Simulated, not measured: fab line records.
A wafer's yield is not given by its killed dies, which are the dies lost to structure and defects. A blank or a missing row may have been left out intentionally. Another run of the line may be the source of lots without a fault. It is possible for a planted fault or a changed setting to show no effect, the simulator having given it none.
Which tool is to blame? -- flow rit-cmos -- 13 lots, 39 wafers sampled, at 3 steps of a route of 202

## WHAT EACH GAUGE READ, for each wafer
RIT_PLDD_OVL_MEAS_06.
lot,measured,on,PLDD_OVL (nm)
L523,day 2 20:23,overlay-02,1.2 1.8 1.8
L524,day 3 05:58,overlay-02,0.1 1.6 0.0
L525,day 3 09:53,overlay-01,-0.6 -0.7 1.4
L526,day 3 14:37,overlay-01,1.4 -1.0 -0.2
L527,day 3 18:51,overlay-01,2.1 2.1 3.1
L529,day 4 02:42,overlay-01,1.4 0.5 0.0
L530,day 4 06:29,overlay-01,1.2 0.8 1.3
L531,day 4 16:05,overlay-01,-0.9 -1.4 -0.7
L533,day 4 22:55,overlay-02,-0.9 0.4 -0.4
L534,day 5 03:58,overlay-02,0.8 -0.8 -2.2
L543,day 7 03:16,overlay-02,-1.9 -0.2 -1.2
L545,day 7 11:32,overlay-01,1.3 -0.9 1.1
L546,day 7 17:55,overlay-01,-0.7 -0.5 -2.4

RIT_PSD_OVL_MEAS_06.
lot,measured,on,PSD_OVL (nm)
L523,day 3 02:35,overlay-02,0.2 1.2 -1.5
L524,day 3 11:17,overlay-02,-2.6 0.9 -1.8
L525,day 3 15:34,overlay-02,-0.7 0.0 -1.1
L526,day 3 20:04,overlay-02,1.2 -2.3 -1.5
L527,day 4 00:29,overlay-02,-1.4 -1.6 -2.5
L529,day 4 08:14,overlay-02,-1.6 1.1 1.2
L530,day 4 12:58,overlay-02,-1.8 0.1 -0.6
L531,day 4 21:58,overlay-01,-0.7 -1.9 -0.9
L533,day 5 05:22,overlay-02,-0.5 -0.7 -2.3
L534,day 5 10:39,overlay-01,-4.4 -2.3 -2.8
L543,day 7 09:03,overlay-02,-0.8 -0.6 0.5
L545,day 7 16:53,overlay-02,-2.7 -1.6 -1.1
L546,day 8 00:53,overlay-01,-2.2 -1.1 -2.3

RIT_SDANNEAL_RS_MEAS_05: measures by four-point-probe.
lot,measured,on,NSD_RS (ohm/sq)
L523,day 3 03:47,film-metro-04,84.5 84.1 84.3
L524,day 3 12:25,film-metro-04,84.4 84.4 84.3
L525,day 3 16:41,film-metro-03,84.2 84.4 84.4
L526,day 3 21:13,film-metro-03,84.1 84.4 84.3
L527,day 4 01:47,film-metro-02,85.5 85.1 85.3
L529,day 4 09:23,film-metro-02,84.0 84.1 84.2
L530,day 4 14:06,film-metro-04,84.4 84.3 84.1
L531,day 4 23:06,film-metro-03,84.8 85.1 85.0
L533,day 5 07:05,film-metro-04,84.3 84.3 84.3
L534,day 5 11:48,film-metro-04,84.6 84.5 85.0
L543,day 7 10:20,film-metro-04,84.8 84.7 84.8
L545,day 7 18:13,film-metro-03,84.8 84.4 84.5
L546,day 8 02:02,film-metro-03,84.6 84.7 84.3

## TOOL THAT RAN EACH LOT (tool first, then ch and the chambers of the sampled wafers, then the start)
The record holds no process step before these readings.

## AS READ BY THE TOOLS THEMSELVES (means over the sampled wafers that have a number; for cases with no such wafer, the mark the record gives instead)
The record holds no such reading with a usual standard deviation.

## THE ANSWER, worked out from the rows above alone
Rule: usual is defined by the lots themselves. The widest of any qualifying gaps counts: lots, ordered by their means at a reading, are off when they make up no more than a third of the lots, leave a main group of 4 or more, and stand apart from it by 3 or more times the standard deviation of that group's means. If all means in a main group match to the digits the tables above print for the reading, that group is not used. A lot without any number at a reading at which 4 lots or more have one is off too. All remaining lots with rows at the step are treated as sound. After the gauges, taken in route order, come the tools' own readings; for these a lot's mean is taken, as printed above. At the first step where some lot is off, the reading lying furthest off is the one used; lots without a number count as furthest.
Across all readings shown, no lot is off: no conclusion can be drawn from this.

## WHAT THE SIMULATOR PUT IN
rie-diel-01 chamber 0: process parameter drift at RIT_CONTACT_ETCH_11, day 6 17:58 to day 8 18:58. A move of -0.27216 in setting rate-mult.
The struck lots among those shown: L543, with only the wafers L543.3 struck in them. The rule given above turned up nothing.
